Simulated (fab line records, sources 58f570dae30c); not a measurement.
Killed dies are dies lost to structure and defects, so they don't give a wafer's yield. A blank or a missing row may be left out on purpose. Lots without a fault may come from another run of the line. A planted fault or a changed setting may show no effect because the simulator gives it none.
Tool commonality check | flow berkeley_cmos170 | 14 lots, 42 wafers sampled

WHY IT WAS OPENED
At UCB170_GATE_CD_MEAS_12 the reading cd_nm is flagged on 2 of 14 lots. Wafers without a fault read 349.7 nm, standard deviation 1.6.
Rule: a lot is flagged when every wafer of it that has a number lies more than 4 standard deviations from that mean, or none has a number. The other lots count as sound.

lot  | measured     | on        | cd_nm (nm), wafer by wafer | flag
L440 | day 6 09:11  | cd_sem-02 | 348.4 350.3 349.1          |
L441 | day 6 10:34  | cd_sem-02 | 350.5 348.3 349.9          |
L442 | day 6 17:11  | cd_sem-01 | 346.0 345.3 345.8          |
L444 | day 7 00:44  | cd_sem-01 | 352.0 351.2 350.0          |
L445 | day 7 00:58  | cd_sem-02 | 350.4 349.7 349.3          |
L443 | day 7 01:08  | cd_sem-02 | 351.1 350.8 352.2          |
L447 | day 7 10:16  | cd_sem-02 | 351.5 349.9 350.9          |
L446 | day 7 10:26  | cd_sem-02 | 350.7 350.4 350.5          |
L448 | day 7 17:23  | cd_sem-02 | 349.2 349.5 350.4          |
L449 | day 8 04:19  | cd_sem-01 | 369.5 371.1 369.7          | FLAGGED
L450 | day 8 07:42  | cd_sem-01 | 364.2 365.1 365.7          | FLAGGED
L451 | day 8 07:58  | cd_sem-01 | 347.3 348.5 347.7          |
L462 | day 10 18:17 | cd_sem-01 | 350.7 350.4 350.8          |
L463 | day 10 19:33 | cd_sem-01 | 352.0 351.6 351.9          |
The numbers of the flagged lots are 367.6 nm on average: +17.9 nm against the usual, or +11 standard deviations.

WHICH TOOL RAN EACH LOT
The record holds 1 process step before the reading, out of a route of 331 steps. In each cell: the tool, then ch and the chambers that the sampled wafers went through, then the start.
lot  | flag    | UCB170_GATE_EXPOSE_09
L440 |         | krf_scanner-02 ch 0, day 6 08:47
L441 |         | krf_scanner-02 ch 0, day 6 10:10
L442 |         | krf_scanner-01 ch 0, day 6 16:47
L444 |         | krf_scanner-01 ch 0, day 7 00:20
L445 |         | krf_scanner-02 ch 0, day 7 00:35
L443 |         | krf_scanner-02 ch 0, day 7 00:44
L447 |         | krf_scanner-01 ch 0, day 7 09:40
L446 |         | krf_scanner-01 ch 0, day 7 09:49
L448 |         | krf_scanner-01 ch 0, day 7 16:31
L449 | FLAGGED | krf_scanner-01 ch 0, day 8 03:28
L450 | FLAGGED | krf_scanner-01 ch 0, day 8 07:18
L451 |         | krf_scanner-02 ch 0, day 8 07:33
L462 |         | krf_scanner-02 ch 0, day 10 17:35
L463 |         | krf_scanner-02 ch 0, day 10 19:09
What these steps do:
- UCB170_GATE_EXPOSE_09: exposes mask POLY, target cd 350 nm.
- UCB170_GATE_CD_MEAS_12: target cd 350 nm.

FLAGGED OVER TOTAL, TOOL BY TOOL (the gauges that took the reading come last)
step                   | tool           | lots run | flagged | share of the flagged lots | sound lots run after its first flagged lot
UCB170_GATE_EXPOSE_09  | krf_scanner-01 | 7        | 2       | all                       | 0
UCB170_GATE_EXPOSE_09  | krf_scanner-02 | 7        | 0       | none                      | -
UCB170_GATE_CD_MEAS_12 | cd_sem-01      | 7        | 2       | all                       | 3 (L451,L462,L463)
UCB170_GATE_CD_MEAS_12 | cd_sem-02      | 7        | 0       | none                      | -

WHAT THE TABLE ALLOWS
2 rows of the table ran every flagged lot: krf_scanner-01 at UCB170_GATE_EXPOSE_09, cd_sem-01 at UCB170_GATE_CD_MEAS_12.
- krf_scanner-01 at UCB170_GATE_EXPOSE_09: 2 of its 7 lots flagged. Its last sound lot is L448 (day 7 16:31), its first flagged lot L449 (day 8 03:28): a fault that began between those two fits. Its own readings lie more than 4 standard deviations out on every wafer of the flagged lots: exposure_dose_mJ_cm2.
- cd_sem-01 at UCB170_GATE_CD_MEAS_12: 2 of its 7 lots flagged. Sound lots ran on it after the first flagged one (L451, L462, L463), which a lasting fault on the whole tool wouldn't allow.
One tool is left: krf_scanner-01 at UCB170_GATE_EXPOSE_09.

WHAT THE SIMULATOR HAD PUT IN
Process parameter drift: krf_scanner-01, from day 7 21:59 on, at UCB170_GATE_EXPOSE_09. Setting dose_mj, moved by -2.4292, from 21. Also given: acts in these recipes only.
Lots struck among those shown: L449, L450. The rule above found the same.
